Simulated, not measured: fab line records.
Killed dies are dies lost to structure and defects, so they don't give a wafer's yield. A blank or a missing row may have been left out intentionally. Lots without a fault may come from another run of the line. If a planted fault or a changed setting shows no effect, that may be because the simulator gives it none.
fab line records    flow berkeley_cmos170    part 2 of 2: steps 32 to 42 of 42
record lots=5  wafers=15  last_day=12
route steps=331 shown M1@238 V1@254 M2@271
lots untouched by any fault: they come from a run of this same line in which no faults occurred
start_h: hours from the record's opening day to when the first of the lot's shown wafers began    wait_h: time in hours since the lot's previous step    " unchanged from the row above    L1.1+2: one row covering several wafers at once    - no value present, or no start provided    * or withheld: withheld    < > ~ a bound
route shown NAME@n: names a module that has steps shown in the file, with the first one's number in the route    usual: mean/standard deviation of fault-free wafers    same: alike in all rows    chamber/n: place in a boat    sites: each site's reading    _std_site: the standard deviation of these    _edge_site: the outer-site mean with the inner-site mean subtracted    radius_mm: for every site, how far away it sits from the centre of the wafer    mask NAME#n: copy n    behind: tool/chamber where the wafer was last shaped    hold: what put the lot on hold/how long, in hours/how the hold closed    device: names the non-switching transistor (n, p or np)    end of line: the route-end tests of the same wafers    a step with no rows: only its recipe    killed: count of dies lost to structure and defects at first sort (not the wafer's yield)    map: per-die view of a wafer (x killed, . not killed, _ where there is no die)
set.NAME: the setting the step ran with; set.NAME@STEP: the setting that earlier step ran with    model.NAME: the simulator's own value behind a step, which no gauge read
certain route steps with their lots: each step a table, each wafer a row
services: from which hour (start_h, from the record's first day; less than 0 if before it) a tool's chamber was out of use, for how many hours, and why
## steps
# step UCB170_V1_STRIP_15
# recipe chemistry=O2  power_w=400  pressure_mtorr=3500  platen_temp_c=withheld  o2_flow_sccm=400  overash_fraction=0.5
# usual drypump_motor_current_A=5.7/0.47  oes_product_au=0.722/0.0047  strip_time_to_endpoint_s=15.25/0.096
lot.wafer  tool             chamber  start_h  wait_h  drypump_motor_current_A  oes_product_au  rf_hours_counter_h  strip_time_to_endpoint_s
L078.1     plasma_asher-01  1        203.20   0.1     6.4                      0.718           43                  15.22
L078.3     "                1        "        "       6.4                      0.726           -                   15.37
L078.6     "                1        "        "       6.4                      0.729           -                   15.20
L088.2     plasma_asher-03  0        242.84   0.1     5.8                      0.725           47                  15.27
L088.3     "                1        "        "       5.1                      0.720           -                   15.17
L088.5     "                1        "        "       5.1                      0.721           -                   15.25
L082.1     plasma_asher-01  1        249.09   0.1     6.4                      0.720           48                  15.24
L082.3     "                1        "        "       6.4                      0.726           -                   15.38
L082.4     "                0        "        "       5.3                      0.717           -                   15.34
L084.1     plasma_asher-03  0        249.19   0.1     5.8                      0.717           48                  15.13
L084.3     "                0        "        "       5.8                      0.724           -                   15.23
L084.4     "                1        "        "       5.1                      0.721           -                   15.28
L094.1     plasma_asher-01  1        285.46   0.1     6.5                      0.719           52                  15.21
L094.2     "                0        "        "       5.3                      0.715           52                  15.27
L094.5     "                1        "        "       6.4                      0.718           -                   15.29
# step UCB170_V1_CD_MEAS_90
# recipe target_cd_nm=700
# usual cd_nm=699.7/1.6
lot.wafer  tool       chamber  start_h  wait_h  cd_nm
L078.1     cd_sem-02  -        203.30   0.1     700.6
L078.3     "          -        "        "       700.8
L078.6     "          -        "        "       701.4
L088.2     cd_sem-01  -        242.96   0.1     701.1
L088.3     "          -        "        "       701.2
L088.5     "          -        "        "       702.4
L082.1     cd_sem-02  -        249.19   0.1     699.4
L082.3     "          -        "        "       698.9
L082.4     "          -        "        "       698.4
L084.1     cd_sem-02  -        249.31   0.1     699.6
L084.3     "          -        "        "       698.9
L084.4     "          -        "        "       699.8
L094.1     cd_sem-02  -        285.56   0.1     700.8
L094.2     "          -        "        "       698.3
L094.5     "          -        "        "       699.6
# step UCB170_M2_PRE_CLEAN_00
# recipe gas=Ar  preclean_etch_time_s=60
lot.wafer   tool            chamber  start_h  wait_h
L078.1+3+6  pvd_sputter-02  -        203.42   0.1
L088.2+3+5  pvd_sputter-04  -        243.06   0.1
L082.1+3+4  pvd_sputter-01  -        249.31   0.1
L084.1+3+4  pvd_sputter-04  -        249.43   0.1
L094.1+2+5  pvd_sputter-04  -        285.68   0.1
# step UCB170_M2_SPUTTER_01
# recipe material=Al  target_thk_nm=900  time_s=120  power_w=6000  chamber_pressure_pa=0.5
# usual throttle_valve_pct=30.1/1.1
lot.wafer  tool            chamber  start_h  wait_h  throttle_valve_pct
L078.1     pvd_sputter-02  -        203.48   0.0     31.4
L078.3     "               -        "        "       31.0
L078.6     "               -        "        "       31.2
L088.2     pvd_sputter-04  -        243.13   0.0     31.1
L088.3     "               -        "        "       31.4
L088.5     "               -        "        "       29.4
L082.1     pvd_sputter-01  -        249.37   0.0     29.5
L082.3     "               -        "        "       28.8
L082.4     "               -        "        "       28.1
L084.1     pvd_sputter-04  -        249.49   0.0     29.4
L084.3     "               -        "        "       30.6
L084.4     "               -        "        "       30.8
L094.1     pvd_sputter-04  -        285.75   0.0     30.9
L094.2     "               -        "        "       29.6
L094.5     "               -        "        "       30.7
# step UCB170_M2_RS_MEAS_02
# recipe thk_meas_gauge=four-point-probe  reads=Al_of_M2_SPUTTER_01
# usual M2_AL_RS=0.0323/0.00042
lot.wafer  tool           chamber  start_h  wait_h  M2_AL_RS[ohm/sq]
L078.1     film_metro-03  -        203.57   0.0     0.0319
L078.3     "              -        "        "       0.0321
L078.6     "              -        "        "       0.0321
L088.2     film_metro-04  -        243.23   0.1     0.0325
L088.3     "              -        "        "       0.0325
L088.5     "              -        "        "       0.0321
L082.1     film_metro-03  -        249.46   0.0     0.0328
L082.3     "              -        "        "       0.0330
L082.4     "              -        "        "       0.0327
L084.1     film_metro-01  -        249.58   0.0     0.0324
L084.3     "              -        "        "       0.0333
L084.4     "              -        "        "       0.0332
L094.1     film_metro-04  -        285.83   0.0     0.0322
L094.2     "              -        "        "       0.0317
L094.5     "              -        "        "       0.0321
# step UCB170_M2_THK_MEAS_03
# recipe thk_meas_gauge=xrf  reads=Al_of_M2_SPUTTER_01
# usual M2_AL_THK=886/11
lot.wafer  tool           chamber  start_h  wait_h  M2_AL_THK[nm]
L078.1     film_metro-03  -        203.69   0.1     901
L078.3     "              -        "        "       890
L078.6     "              -        "        "       889
L088.2     film_metro-04  -        243.34   0.1     886
L088.3     "              -        "        "       878
L088.5     "              -        "        "       890
L082.1     film_metro-03  -        249.58   0.1     875
L082.3     "              -        "        "       870
L082.4     "              -        "        "       878
L084.1     film_metro-01  -        249.70   0.1     893
L084.3     "              -        "        "       866
L084.4     "              -        "        "       867
L094.1     film_metro-04  -        285.95   0.1     893
L094.2     "              -        "        "       904
L094.5     "              -        "        "       900
# step UCB170_M2_HMDS_04
# recipe prime_time_s=60  prime_temp_c=100
lot.wafer   tool            chamber  start_h  wait_h
L078.1+3+6  litho_track-01  0        203.75   0.1
L088.2+3+5  litho_track-01  0        243.45   0.1
L082.1+3+4  litho_track-04  0        249.88   0.3
L084.1+3+4  litho_track-03  0        250.13   0.4
L094.1+2+5  litho_track-01  0        286.01   0.1
# step UCB170_M2_COAT_05
# recipe resist=KrF  spin_rpm=1500  resist_thk_nm=900
lot.wafer   tool            chamber  start_h  wait_h
L078.1+3+6  litho_track-01  0        203.90   0.1
L088.2+3+5  litho_track-01  0        243.60   0.1
L082.1+3+4  litho_track-04  0        250.03   0.1
L084.1+3+4  litho_track-03  0        250.28   0.1
L094.1+2+5  litho_track-01  0        286.16   0.1
# step UCB170_M2_SOFTBAKE_06
# recipe resist=KrF  temp_c=130  time_s=60
lot.wafer   tool            chamber  start_h  wait_h
L078.1+3+6  litho_track-01  0        204.05   0.1
L088.2+3+5  litho_track-01  0        243.75   0.1
L082.1+3+4  litho_track-04  0        250.18   0.1
L084.1+3+4  litho_track-03  0        250.43   0.1
L094.1+2+5  litho_track-01  0        286.31   0.1
# step UCB170_M2_STRIP_07
# recipe chemistry=O2  power_w=400  pressure_mtorr=3500  platen_temp_c=withheld  o2_flow_sccm=400  overash_fraction=0.5
# usual drypump_motor_current_A=5.9/0.43  oes_product_au=0.734/0.0049  strip_time_to_endpoint_s=21.95/0.056
lot.wafer  tool             chamber  start_h  wait_h  drypump_motor_current_A  oes_product_au  rf_hours_counter_h  strip_time_to_endpoint_s
L078.1     plasma_asher-02  0        204.20   0.1     6.5                      0.728           10                  21.91
L078.3     "                0        "        "       6.5                      0.736           -                   21.93
L078.6     "                1        "        "       5.8                      0.736           -                   21.94
L088.2     plasma_asher-02  1        243.87   0.1     5.7                      0.726           15                  21.95
L088.3     "                1        "        "       5.7                      0.733           -                   21.98
L088.5     "                1        "        "       5.8                      0.732           -                   21.96
L082.1     plasma_asher-02  0        250.33   0.1     6.5                      0.736           16                  22.01
L082.3     "                1        "        "       5.7                      0.728           -                   21.94
L082.4     "                0        "        "       6.4                      0.739           -                   22.03
L084.1     plasma_asher-01  1        250.58   0.1     6.5                      0.733           48                  21.95
L084.3     "                0        "        "       5.3                      0.731           -                   21.96
L084.4     "                1        "        "       6.5                      0.740           -                   22.04
L094.1     plasma_asher-02  0        286.46   0.1     6.5                      0.733           20                  21.85
L094.2     "                1        "        "       5.7                      0.738           20                  21.92
L094.5     "                1        "        "       5.7                      0.732           -                   21.86
# step UCB170_M2_STRIP_08
# recipe chemistry=DMSO  temp_c=80  time_s=600  material=KrF
lot.wafer   tool          chamber  start_h  wait_h
L078.1+3+6  wet_bench-03  0        204.48   0.2
L088.2+3+5  wet_bench-01  3        244.09   0.2
L082.1+3+4  wet_bench-02  2        250.43   0.1
L084.1+3+4  wet_bench-03  2        250.68   0.1
L094.1+2+5  wet_bench-02  1        286.56   0.1
## services
tool             chamber  start_h  hours  kind
plasma_asher-02  -        176.38   2.2    repair
plasma_asher-02  -        179.10   6.4    repair
rie_diel-04      -        180.20   2.8    pm
pvd_sputter-04   -        191.39   0.6    repair
krf_scanner-01   -        192.61   1.0    pm
krf_scanner-02   -        193.61   1.0    pm
pvd_sputter-02   -        201.34   2.0    repair
krf_scanner-02   -        207.46   1.3    pm
plasma_asher-02  -        208.48   0.3    repair
pecvd-03         -        215.02   2.8    pm
krf_scanner-01   -        221.41   1.3    pm
pvd_sputter-01   -        225.01   2.6    repair
cmp-02           -        232.00   4.0    pm
rie_diel-03      -        234.18   0.5    repair
pvd_sputter-04   -        239.42   0.5    repair
rie_metal-04     -        260.02   14.6   pm
cmp-02           -        262.09   1.9    repair
plasma_asher-03  -        263.63   0.6    repair
pvd_sputter-01   -        265.23   7.5    repair
pecvd-02         -        267.17   2.8    pm
krf_scanner-01   -        268.62   0.8    pm
rie_diel-03      3        271.90   6.0    repair
cmp-02           -        275.41   3.5    repair
pvd_sputter-01   -        276.36   3.4    repair
